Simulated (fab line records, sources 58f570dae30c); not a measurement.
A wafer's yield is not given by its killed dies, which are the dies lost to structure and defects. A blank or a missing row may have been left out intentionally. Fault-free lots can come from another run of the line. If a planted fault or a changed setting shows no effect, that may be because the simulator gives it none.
fab line records / flow berkeley-cmos170
[record] lots = 5 wafers = 15 last-day = 13
route steps=331 shown M3@310
lots that met no fault: taken from a fault-free run of the same line
start-h: the number of hours between the record's first day and the start of the first shown wafer of the lot / wait-h: hours since the lot's step before / " same as the row above / L1.1+2: one row covering several wafers at once / - no value present, or no start provided / * or withheld: withheld / < > ~ a bound
route shown NAME@n: names a module that has steps shown in the file, with the first one's number in the route / usual: mean/standard deviation of fault-free wafers / same: alike in all rows / chamber/n: place in a boat / sites: per-site readings / _std_site: their standard deviation / _edge_site: outer sites' mean less inner sites' / radius-mm: for every site, how far away it sits from the centre of the wafer / mask NAME#n: copy n / behind: the tool/chamber that last shaped the wafer / hold: why the lot was held/for how many hours/how that ended / device: the n, p or np transistor that did not switch / end of line: the tests these same wafers got at the end of their route / a step with no rows: only its recipe / killed: the dies lost at the first sort to structure and to defects; this is not the yield of the wafer / map: a wafer's dies, marking killed ones x, the rest . and places with no die _
set.NAME: the setting that was run; set.NAME@STEP: the one run at that earlier step / model.NAME: the simulator's own value behind a step, which no gauge read
a table for each step, a row for each wafer; lots at some steps of the route
services: when a tool's chamber went out of use (start-h, in hours from the record's first day, below 0 if earlier), for how many hours, and the reason
[[steps]]
[step UCB170_M3_SPUTTER_01]
[recipe] material = Al target-thk-nm = 900 time-s = 120 power-w = 6000 chamber-pressure-pa = 0.5
[usual] chamber-pressure-pa = 0.5000/0.00098 throttle-valve-pct = 29.5/1.1
lot.wafer=L744.1 tool=pvd-sputter-04 chamber=- start-h=204.60 wait-h=0.0 chamber-pressure-pa=0.5005 throttle-valve-pct=27.8
lot.wafer=L744.5 tool=pvd-sputter-04 chamber=- start-h=204.60 wait-h=0.0 chamber-pressure-pa=0.4992 throttle-valve-pct=28.7
lot.wafer=L744.6 tool=pvd-sputter-04 chamber=- start-h=204.60 wait-h=0.0 chamber-pressure-pa=0.4991 throttle-valve-pct=27.7
lot.wafer=L751.1 tool=pvd-sputter-04 chamber=- start-h=252.10 wait-h=0.0 chamber-pressure-pa=0.5003 throttle-valve-pct=28.6
lot.wafer=L751.4 tool=pvd-sputter-04 chamber=- start-h=252.10 wait-h=0.0 chamber-pressure-pa=0.4989 throttle-valve-pct=30.1
lot.wafer=L751.6 tool=pvd-sputter-04 chamber=- start-h=252.10 wait-h=0.0 chamber-pressure-pa=0.5004 throttle-valve-pct=28.8
lot.wafer=L756.1 tool=pvd-sputter-02 chamber=- start-h=270.43 wait-h=0.0 chamber-pressure-pa=0.4964 throttle-valve-pct=28.5
lot.wafer=L756.5 tool=pvd-sputter-02 chamber=- start-h=270.43 wait-h=0.0 chamber-pressure-pa=0.5013 throttle-valve-pct=29.7
lot.wafer=L756.6 tool=pvd-sputter-02 chamber=- start-h=270.43 wait-h=0.0 chamber-pressure-pa=0.5014 throttle-valve-pct=28.9
lot.wafer=L762.1 tool=pvd-sputter-02 chamber=- start-h=294.35 wait-h=0.0 chamber-pressure-pa=0.5006 throttle-valve-pct=31.3
lot.wafer=L762.2 tool=pvd-sputter-02 chamber=- start-h=294.35 wait-h=0.0 chamber-pressure-pa=0.5003 throttle-valve-pct=29.0
lot.wafer=L762.6 tool=pvd-sputter-02 chamber=- start-h=294.35 wait-h=0.0 chamber-pressure-pa=0.5005 throttle-valve-pct=30.1
lot.wafer=L763.1 tool=pvd-sputter-04 chamber=- start-h=303.80 wait-h=0.0 chamber-pressure-pa=0.5007 throttle-valve-pct=27.8
lot.wafer=L763.3 tool=pvd-sputter-04 chamber=- start-h=303.80 wait-h=0.0 chamber-pressure-pa=0.4988 throttle-valve-pct=28.8
lot.wafer=L763.5 tool=pvd-sputter-04 chamber=- start-h=303.80 wait-h=0.0 chamber-pressure-pa=0.5002 throttle-valve-pct=29.2
[step UCB170_M3_RS_MEAS_02]
[recipe] thk-meas-gauge = four-point-probe reads = Al_of_M3_SPUTTER_01
[usual] M3_AL_RS = 0.0322/0.00042
lot.wafer=L744.1 tool=film-metro-04 chamber=- start-h=204.69 wait-h=0.0 M3_AL_RS[ohm/sq]=0.0325
lot.wafer=L744.5 tool=film-metro-04 chamber=- start-h=204.69 wait-h=0.0 M3_AL_RS[ohm/sq]=0.0327
lot.wafer=L744.6 tool=film-metro-04 chamber=- start-h=204.69 wait-h=0.0 M3_AL_RS[ohm/sq]=0.0326
lot.wafer=L751.1 tool=film-metro-04 chamber=- start-h=252.18 wait-h=0.0 M3_AL_RS[ohm/sq]=0.0322
lot.wafer=L751.4 tool=film-metro-04 chamber=- start-h=252.18 wait-h=0.0 M3_AL_RS[ohm/sq]=0.0320
lot.wafer=L751.6 tool=film-metro-04 chamber=- start-h=252.18 wait-h=0.0 M3_AL_RS[ohm/sq]=0.0322
lot.wafer=L756.1 tool=film-metro-03 chamber=- start-h=270.51 wait-h=0.0 M3_AL_RS[ohm/sq]=0.0322
lot.wafer=L756.5 tool=film-metro-03 chamber=- start-h=270.51 wait-h=0.0 M3_AL_RS[ohm/sq]=0.0318
lot.wafer=L756.6 tool=film-metro-03 chamber=- start-h=270.51 wait-h=0.0 M3_AL_RS[ohm/sq]=0.0324
lot.wafer=L762.1 tool=film-metro-02 chamber=- start-h=294.44 wait-h=0.0 M3_AL_RS[ohm/sq]=0.0322
lot.wafer=L762.2 tool=film-metro-02 chamber=- start-h=294.44 wait-h=0.0 M3_AL_RS[ohm/sq]=0.0328
lot.wafer=L762.6 tool=film-metro-02 chamber=- start-h=294.44 wait-h=0.0 M3_AL_RS[ohm/sq]=0.0323
lot.wafer=L763.1 tool=film-metro-04 chamber=- start-h=303.88 wait-h=0.0 M3_AL_RS[ohm/sq]=0.0330
lot.wafer=L763.3 tool=film-metro-04 chamber=- start-h=303.88 wait-h=0.0 M3_AL_RS[ohm/sq]=0.0325
lot.wafer=L763.5 tool=film-metro-04 chamber=- start-h=303.88 wait-h=0.0 M3_AL_RS[ohm/sq]=0.0319
[step UCB170_M3_THK_MEAS_03]
[recipe] thk-meas-gauge = xrf reads = Al_of_M3_SPUTTER_01
[usual] M3_AL_THK = 902/11
lot.wafer=L744.1 tool=film-metro-04 chamber=- start-h=204.81 wait-h=0.1 M3_AL_THK[nm]=898
lot.wafer=L744.5 tool=film-metro-04 chamber=- start-h=204.81 wait-h=0.1 M3_AL_THK[nm]=895
lot.wafer=L744.6 tool=film-metro-04 chamber=- start-h=204.81 wait-h=0.1 M3_AL_THK[nm]=895
lot.wafer=L751.1 tool=film-metro-04 chamber=- start-h=252.30 wait-h=0.1 M3_AL_THK[nm]=905
lot.wafer=L751.4 tool=film-metro-04 chamber=- start-h=252.30 wait-h=0.1 M3_AL_THK[nm]=910
lot.wafer=L751.6 tool=film-metro-04 chamber=- start-h=252.30 wait-h=0.1 M3_AL_THK[nm]=896
lot.wafer=L756.1 tool=film-metro-03 chamber=- start-h=270.63 wait-h=0.1 M3_AL_THK[nm]=906
lot.wafer=L756.5 tool=film-metro-03 chamber=- start-h=270.63 wait-h=0.1 M3_AL_THK[nm]=918
lot.wafer=L756.6 tool=film-metro-03 chamber=- start-h=270.63 wait-h=0.1 M3_AL_THK[nm]=898
lot.wafer=L762.1 tool=film-metro-02 chamber=- start-h=294.56 wait-h=0.1 M3_AL_THK[nm]=899
lot.wafer=L762.2 tool=film-metro-02 chamber=- start-h=294.56 wait-h=0.1 M3_AL_THK[nm]=892
lot.wafer=L762.6 tool=film-metro-02 chamber=- start-h=294.56 wait-h=0.1 M3_AL_THK[nm]=899
lot.wafer=L763.1 tool=film-metro-04 chamber=- start-h=304.00 wait-h=0.1 M3_AL_THK[nm]=884
lot.wafer=L763.3 tool=film-metro-04 chamber=- start-h=304.00 wait-h=0.1 M3_AL_THK[nm]=896
lot.wafer=L763.5 tool=film-metro-04 chamber=- start-h=304.00 wait-h=0.1 M3_AL_THK[nm]=912
[step UCB170_M3_HMDS_04]
[recipe] prime-time-s = 60 prime-temp-c = 100
[step UCB170_M3_COAT_05]
[recipe] resist = KrF spin-rpm = 1500 resist-thk-nm = 900
[step UCB170_M3_SOFTBAKE_06]
[recipe] resist = KrF temp-c = 130 time-s = 60
[step UCB170_M3_STRIP_07]
[recipe] chemistry = O2 power-w = 400 pressure-mtorr = 3500 platen-temp-c = withheld o2-flow-sccm = 400 overash-fraction = 0.5
[usual] drypump-motor-current-A = 5.7/0.38 o2-flow-sccm = 400.1/1.1 oes-product-au = 0.735/0.0046 strip-time-to-endpoint-s = 21.97/0.06
lot.wafer=L744.1 tool=plasma-asher-03 chamber=0 start-h=205.88 wait-h=0.1 drypump-motor-current-A=5.4 o2-flow-sccm=399.5 oes-product-au=0.737 rf-hours-counter-h=9 strip-time-to-endpoint-s=21.91
lot.wafer=L744.5 tool=plasma-asher-03 chamber=0 start-h=205.88 wait-h=0.1 drypump-motor-current-A=5.4 o2-flow-sccm=398.8 oes-product-au=0.740 rf-hours-counter-h=- strip-time-to-endpoint-s=21.95
lot.wafer=L744.6 tool=plasma-asher-03 chamber=1 start-h=205.88 wait-h=0.1 drypump-motor-current-A=5.6 o2-flow-sccm=401.6 oes-product-au=0.737 rf-hours-counter-h=- strip-time-to-endpoint-s=21.95
lot.wafer=L751.1 tool=plasma-asher-04 chamber=1 start-h=252.86 wait-h=0.1 drypump-motor-current-A=5.2 o2-flow-sccm=398.0 oes-product-au=0.737 rf-hours-counter-h=47 strip-time-to-endpoint-s=21.98
lot.wafer=L751.4 tool=plasma-asher-04 chamber=0 start-h=252.86 wait-h=0.1 drypump-motor-current-A=5.9 o2-flow-sccm=400.7 oes-product-au=0.733 rf-hours-counter-h=- strip-time-to-endpoint-s=22.03
lot.wafer=L751.6 tool=plasma-asher-04 chamber=0 start-h=252.86 wait-h=0.1 drypump-motor-current-A=5.9 o2-flow-sccm=400.9 oes-product-au=0.731 rf-hours-counter-h=- strip-time-to-endpoint-s=22.02
lot.wafer=L756.1 tool=plasma-asher-03 chamber=1 start-h=271.26 wait-h=0.1 drypump-motor-current-A=5.5 o2-flow-sccm=399.7 oes-product-au=0.727 rf-hours-counter-h=16 strip-time-to-endpoint-s=22.01
lot.wafer=L756.5 tool=plasma-asher-03 chamber=0 start-h=271.26 wait-h=0.1 drypump-motor-current-A=5.4 o2-flow-sccm=401.7 oes-product-au=0.735 rf-hours-counter-h=- strip-time-to-endpoint-s=22.00
lot.wafer=L756.6 tool=plasma-asher-03 chamber=1 start-h=271.26 wait-h=0.1 drypump-motor-current-A=5.5 o2-flow-sccm=398.8 oes-product-au=0.735 rf-hours-counter-h=- strip-time-to-endpoint-s=22.05
lot.wafer=L762.1 tool=plasma-asher-03 chamber=0 start-h=295.07 wait-h=0.1 drypump-motor-current-A=5.5 o2-flow-sccm=399.6 oes-product-au=0.731 rf-hours-counter-h=19 strip-time-to-endpoint-s=21.95
lot.wafer=L762.2 tool=plasma-asher-03 chamber=1 start-h=295.07 wait-h=0.1 drypump-motor-current-A=5.6 o2-flow-sccm=401.3 oes-product-au=0.735 rf-hours-counter-h=19 strip-time-to-endpoint-s=21.95
lot.wafer=L762.6 tool=plasma-asher-03 chamber=0 start-h=295.07 wait-h=0.1 drypump-motor-current-A=5.4 o2-flow-sccm=400.8 oes-product-au=0.734 rf-hours-counter-h=- strip-time-to-endpoint-s=21.96
lot.wafer=L763.1 tool=plasma-asher-01 chamber=1 start-h=305.05 wait-h=0.1 drypump-motor-current-A=6.2 o2-flow-sccm=400.9 oes-product-au=0.732 rf-hours-counter-h=58 strip-time-to-endpoint-s=22.06
lot.wafer=L763.3 tool=plasma-asher-01 chamber=0 start-h=305.05 wait-h=0.1 drypump-motor-current-A=6.3 o2-flow-sccm=399.7 oes-product-au=0.729 rf-hours-counter-h=- strip-time-to-endpoint-s=22.08
lot.wafer=L763.5 tool=plasma-asher-01 chamber=1 start-h=305.05 wait-h=0.1 drypump-motor-current-A=6.2 o2-flow-sccm=399.9 oes-product-au=0.729 rf-hours-counter-h=- strip-time-to-endpoint-s=22.07
[step UCB170_M3_STRIP_08]
[recipe] chemistry = DMSO temp-c = 80 time-s = 600 material = KrF
[step UCB170_M3_COAT_09]
[recipe] resist = BARC temp-c = withheld time-s = withheld spin-rpm = 3000 resist-thk-nm = withheld
[step UCB170_M3_COAT_10]
[recipe] resist = KrF spin-rpm = 1500 resist-thk-nm = 900
[step UCB170_M3_SOFTBAKE_11]
[recipe] resist = KrF temp-c = 130 time-s = 60
[step UCB170_M3_EXPOSE_12]
[recipe] mask-id = METAL3 target-cd-nm = 700 na = 0.5 sigma-outer = 0.6 source-shape = conventional dose-mj = 26
[step UCB170_M3_PEB_13]
[recipe] peb-temp-c = 130 peb-time-s = withheld resist = KrF
[usual] chill-plate-temp-C = 22.98/0.11 exhaust-pa = 44.6/0.95
lot.wafer=L744.1 tool=litho-track-01 chamber=- start-h=206.85 wait-h=0.1 chill-plate-temp-C=- exhaust-pa=-
lot.wafer=L744.5 tool=litho-track-01 chamber=- start-h=206.85 wait-h=0.1 chill-plate-temp-C=- exhaust-pa=-
lot.wafer=L744.6 tool=litho-track-01 chamber=- start-h=206.85 wait-h=0.1 chill-plate-temp-C=- exhaust-pa=-
lot.wafer=L751.1 tool=litho-track-04 chamber=0 start-h=254.13 wait-h=0.3 chill-plate-temp-C=22.78 exhaust-pa=43.4
lot.wafer=L751.4 tool=litho-track-04 chamber=0 start-h=254.13 wait-h=0.3 chill-plate-temp-C=22.79 exhaust-pa=42.5
lot.wafer=L751.6 tool=litho-track-04 chamber=0 start-h=254.13 wait-h=0.3 chill-plate-temp-C=22.80 exhaust-pa=43.3
lot.wafer=L756.1 tool=litho-track-01 chamber=0 start-h=272.10 wait-h=0.1 chill-plate-temp-C=23.05 exhaust-pa=45.7
lot.wafer=L756.5 tool=litho-track-01 chamber=0 start-h=272.10 wait-h=0.1 chill-plate-temp-C=22.82 exhaust-pa=43.5
lot.wafer=L756.6 tool=litho-track-01 chamber=0 start-h=272.10 wait-h=0.1 chill-plate-temp-C=22.98 exhaust-pa=45.0
lot.wafer=L762.1 tool=litho-track-04 chamber=0 start-h=296.03 wait-h=0.2 chill-plate-temp-C=23.00 exhaust-pa=44.3
lot.wafer=L762.2 tool=litho-track-04 chamber=0 start-h=296.03 wait-h=0.2 chill-plate-temp-C=23.00 exhaust-pa=45.9
lot.wafer=L762.6 tool=litho-track-04 chamber=0 start-h=296.03 wait-h=0.2 chill-plate-temp-C=23.04 exhaust-pa=43.3
lot.wafer=L763.1 tool=litho-track-01 chamber=0 start-h=306.70 wait-h=0.3 chill-plate-temp-C=23.07 exhaust-pa=44.5
lot.wafer=L763.3 tool=litho-track-01 chamber=0 start-h=306.70 wait-h=0.3 chill-plate-temp-C=23.12 exhaust-pa=45.0
lot.wafer=L763.5 tool=litho-track-01 chamber=0 start-h=306.70 wait-h=0.3 chill-plate-temp-C=23.06 exhaust-pa=45.1
[step UCB170_M3_DEVELOP_14]
[recipe] developer = TMAH develop-time-s = 45 resist = KrF dev-temp-c = 21
[[services]]
tool=plasma-asher-04 chamber=- start-h=193.42 hours=2.6 kind=repair
tool=pvd-sputter-02 chamber=- start-h=258.91 hours=3.7 kind=repair
tool=pvd-sputter-02 chamber=- start-h=286.16 hours=4.7 kind=repair
[[key]]
[first-sign] step = UCB170_M3_PEB_13 reading = tool-record direction = missing
effect none on later readings
met-at UCB170_M3_PEB_13
struck-wafers L744.1,L744.5,L744.6
later-rows-left-out L744.1,L744.5,L744.6
sort-left-out L744.1,L744.5,L744.6
[fault] kind = skipped-step-whole tool = litho-track-01 chamber = - onset-h = 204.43 steps = UCB170_M3_PEB_13 scope = struck-lots-only
// sort-left-out: the simulated sort isn't trusted on such a fault, so these wafers' sort isn't shown, and their yield isn't known
// later-rows-left-out: the simulator's readings of these wafers behind a module that went badly wrong aren't trusted and aren't shown, but for the sort
